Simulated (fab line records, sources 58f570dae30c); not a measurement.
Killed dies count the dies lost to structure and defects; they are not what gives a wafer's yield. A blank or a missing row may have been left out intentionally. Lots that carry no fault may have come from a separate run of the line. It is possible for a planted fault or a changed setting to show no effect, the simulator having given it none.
Struck lot and sound lot, side by side | flow berkeley cmos170 | 16 out of 331 route steps
Sound: wafers L553.1, L553.2, L553.3. Struck: wafer L561.5. (L561.1, L561.2 of the same lot were not struck and are left out.) The cause comes at the end.
Per side, at each step with rows, come the tool, then ch with its chambers, and then its first start. Under that, the readings that differ: sound wafers | struck wafers | difference of the means | sigmas: that difference in standard deviations of wafers without a fault.
alike: same words and numbers on both sides, and readings whose means sit less than 2 such deviations apart. not compared: any withheld reading, any reading some wafer has no value for, any bound like >300 that may hide the same value, and any number with overlapping values for which the record gives no deviation.
The two part at a step that has a row with sigmas, a row that says differs or no value, or rows on one side only. Numbers that have no deviation but don't overlap get no sigmas and don't part them. A reading missing from all wafers of one side parts the sides only when that side holds two or more wafers.

first, 6 steps without rows for these wafers: UCB170_M2_COAT_09; UCB170_M2_COAT_10 (resist thk 900 nm); UCB170_M2_SOFTBAKE_11 (time 60 s); UCB170_M2_EXPOSE_12 (exposes mask METAL2, target cd 700 nm); UCB170_M2_PEB_13; UCB170_M2_DEVELOP_14 (develop time 45 s).
UCB170_M2_CD_MEAS_15: the cd target is 700 nm.
  sound: cd sem-01 at day 10 16:40; struck: cd sem-01 at day 12 07:40
  alike: cd nm
UCB170_M2_OVL_MEAS_16:
  sound: overlay-02 at day 10 16:47; struck: overlay-01 at day 12 07:47
  reading     | sound  | struck | difference | sigmas
  M2_OVL (nm) | 7 -1 9 | -6     | -11        | -2
UCB170_M2_ETCH_17: etches BARC in N2/H2.
  sound on rie diel-02 ch 0,1,2, day 10 16:50; struck on rie diel-03 ch 1, day 12 07:50
  alike: drypump motor current A, oes product au, throttle valve pct
UCB170_M2_METAL_ETCH_18: etches Al in Cl2/BCl3, stops on SiO2, target depth 1170 nm, time 195 s.
  sound on rie metal-03 ch 0,1, day 10 16:52; struck on rie metal-03 ch 0, day 12 07:52
  alike: drypump motor current A, oes product au, throttle valve pct
  not compared: rf hours counter h
UCB170_M2_STRIP_19: strips in O2.
  sound on plasma asher-03 ch 0,1, day 10 17:04; struck on plasma asher-03 ch 1, day 12 08:04
  alike: drypump motor current A, oes product au
  not compared: rf hours counter h
UCB170_M2_CD_MEAS_90: the cd target is 700 nm.
  sound: cd sem-02 at day 10 17:10; struck: cd sem-01 at day 12 08:10
  reading    | sound             | struck | difference | sigmas
  cd nm (nm) | 697.1 693.6 697.7 | 705.0  | +8.9       | +3
UCB170_V2_CVD_00: deposits SiO2 from TEOS/O2, target thk 2000 nm, time 250 s.
  sound on pecvd-04 ch 0,1,2, day 10 17:17; struck on pecvd-03 ch 2, day 12 08:17
  reading                             | sound          | struck | difference | sigmas
  model.SiO2_of_V2_CVD_00.thk nm (nm) | 2013 1985 1954 | 2644   | +660       |
  alike: heater power w
UCB170_V2_THK_MEAS_01:
  sound: film metro-04 at day 10 17:26; struck: film metro-02 at day 12 08:26
  reading          | sound          | struck | difference | sigmas
  V2_TEOS_THK (nm) | 2011 1985 1953 | 2643   | +660       | +24
UCB170_V2_CMP_02: polishes SiO2.
  sound on cmp-02 ch 0,1,3, day 10 17:29; struck on cmp-02 ch 3, day 12 08:29
  alike: edge zone pressure frac, motor current A, slurry filter dp kPa
UCB170_M3_PROBE_99:
  record: rows for the struck wafers here (prober-02, day 12 14:15), none for the sound ones

WHERE THEY PART
Earliest at UCB170_M2_OVL_MEAS_16; latest, in this record, at UCB170_M3_PROBE_99.

WHY: the cause the simulator had injected
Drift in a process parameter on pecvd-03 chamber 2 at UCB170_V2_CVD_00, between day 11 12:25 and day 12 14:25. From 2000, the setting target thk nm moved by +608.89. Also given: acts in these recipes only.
